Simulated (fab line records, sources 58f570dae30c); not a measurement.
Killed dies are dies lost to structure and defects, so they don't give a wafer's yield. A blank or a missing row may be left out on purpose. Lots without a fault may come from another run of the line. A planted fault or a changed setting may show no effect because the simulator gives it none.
Which tool did it? | flow berkeley_cmos170 | 15 lots, 45 wafers sampled, at 2 steps of a route of 331

WHAT THE GAUGES READ, wafer by wafer
UCB170_M2_CD_MEAS_15: target cd 700 nm. Usual: cd_nm 699.7 nm, standard deviation 1.3.
lot  | measured     | on        | cd_nm (nm)        | flag
L614 | day 8 10:13  | cd_sem-01 | 698.1 699.4 699.0 |
L616 | day 8 19:01  | cd_sem-02 | 699.7 698.0 701.9 |
L615 | day 8 21:01  | cd_sem-02 | 700.9 701.9 701.3 |
L618 | day 9 12:26  | cd_sem-01 | 701.8 700.0 699.5 |
L619 | day 9 12:40  | cd_sem-02 | 700.2 701.5 700.8 |
L617 | day 9 13:41  | cd_sem-01 | 699.7 699.7 699.3 |
L620 | day 10 00:43 | cd_sem-02 | 700.9 700.2 702.4 |
L622 | day 10 11:02 | cd_sem-01 | 698.4 699.3 697.7 |
L624 | day 10 22:18 | cd_sem-01 | 701.2 701.1 700.3 |
L630 | day 12 00:38 | cd_sem-02 | 883.8 884.6 883.2 | OFF
L631 | day 12 08:46 | cd_sem-01 | 867.6 866.0 866.3 | OFF
L633 | day 12 11:45 | cd_sem-02 | 866.5 867.3 866.8 | OFF
L636 | day 12 16:35 | cd_sem-01 | 698.2 699.8 697.8 |
L634 | day 12 18:59 | cd_sem-02 | 700.2 699.4 699.5 |
L635 | day 12 21:45 | cd_sem-02 | 700.7 700.9 700.4 |

WHICH TOOL RAN EACH LOT (tool, then ch and the chambers of the sampled wafers, then the start)
lot  | UCB170_M2_PEB_13
L614 | litho_track-04 ch 0, day 8 09:56
L616 | litho_track-03 ch 0, day 8 18:44
L615 | litho_track-02 ch 0, day 8 20:46
L618 | litho_track-02 ch 0, day 9 12:10
L619 | litho_track-04 ch 0, day 9 12:23
L617 | litho_track-04 ch 0, day 9 13:25
L620 | litho_track-03 ch 0, day 10 00:26
L622 | litho_track-02 ch 0, day 10 10:46
L624 | litho_track-02 ch 0, day 10 22:02
L630 | litho_track-03 ch 0, day 12 00:21
L631 | litho_track-03 ch 0, day 12 08:29
L633 | litho_track-03 ch 0, day 12 11:27
L636 | litho_track-02 ch 0, day 12 16:17
L634 | litho_track-04 ch 0, day 12 18:43
L635 | litho_track-04 ch 0, day 12 21:28
- UCB170_M2_PEB_13

WHAT THE TOOLS THEMSELVES READ (means of the sampled wafers that have a number; where no wafer has one, the mark that the record gives instead)
UCB170_M2_PEB_13. Usual: chill_plate_temp_C 22.97 C, standard deviation 0.1; heater_power_total_W 56.80 W, standard deviation 0.044; plate_temp_C 130.00 C, standard deviation 0.14; resist_line_temp_C 23.01 C, standard deviation 0.13.
lot  | tool           | chill_plate_temp_C (C) | heater_power_total_W (W) | plate_temp_C (C) | resist_line_temp_C (C) | flag
L614 | litho_track-04 | 22.78                  | 56.79                    | 130.19           | 22.93                  |
L616 | litho_track-03 | 23.08                  | 56.80                    | 130.19           | 22.87                  |
L615 | litho_track-02 | 22.92                  | 56.81                    | 129.94           | 22.93                  |
L618 | litho_track-02 | 23.08                  | 56.80                    | 129.98           | 23.22                  |
L619 | litho_track-04 | 22.84                  | 56.83                    | 129.97           | 23.06                  |
L617 | litho_track-04 | 22.85                  | 56.81                    | 129.92           | 22.96                  |
L620 | litho_track-03 | 22.97                  | 56.82                    | 129.85           | 22.99                  |
L622 | litho_track-02 | 23.15                  | 56.79                    | 130.02           | 23.12                  |
L624 | litho_track-02 | 22.91                  | 56.83                    | 130.10           | 23.01                  |
L630 | litho_track-03 | 23.09                  | 48.33                    | 114.87           | 22.80                  | OFF
L631 | litho_track-03 | 23.00                  | 48.31                    | 114.98           | 23.04                  | OFF
L633 | litho_track-03 | 23.00                  | 48.27                    | 114.96           | 22.91                  | OFF
L636 | litho_track-02 | 22.85                  | 56.84                    | 129.77           | 23.28                  |
L634 | litho_track-04 | 22.99                  | 56.79                    | 129.85           | 23.17                  |
L635 | litho_track-04 | 22.96                  | 56.81                    | 129.98           | 22.93                  |

THE ANSWER, worked out from the rows above alone
Rule: a lot is off if the mean of its wafers that have a number lies more than 3 standard deviations from the usual mean. A lot without any number at a reading at which 4 lots or more have one is off too. The other lots that the step has rows for count as sound. The gauges are gone through in route order, then the tools' own readings, and for those a lot's mean is taken as printed above. The first step at which some lot is off is used, and at that step the reading that is off furthest; a lot without a number counts as furthest.
Off: L630, L631, L633, at UCB170_M2_CD_MEAS_15 (cd_nm).
A tool fits if, at a process step before that reading, it ran every lot that is off, and no sound lot after the first of them. The gauges at UCB170_M2_CD_MEAS_15 aren't tried: what is off there is off at UCB170_M2_PEB_13 too, on other tools, and a gauge's error can't cause that. One fits: litho_track-03 at UCB170_M2_PEB_13. Its last sound lot is L620 (day 10 00:26), its first lot that is off L630 (day 12 00:21): a fault that began between those two fits.
The tool's own readings at UCB170_M2_PEB_13 bear it out: on the lots that are off they differ by more than 5 times the standard deviation of the sound lots' means. heater_power_total_W reads 48.30 W there against 56.81 W on the sound lots; plate_temp_C reads 114.94 C there against 129.98 C on the sound lots.

WHAT THE SIMULATOR HAD PUT IN
Process parameter drift: litho_track-03, from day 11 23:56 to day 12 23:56, at UCB170_M2_PEB_13. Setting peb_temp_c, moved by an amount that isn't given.
Lots struck among those shown: L630, L631, L633. The rule above found the same.
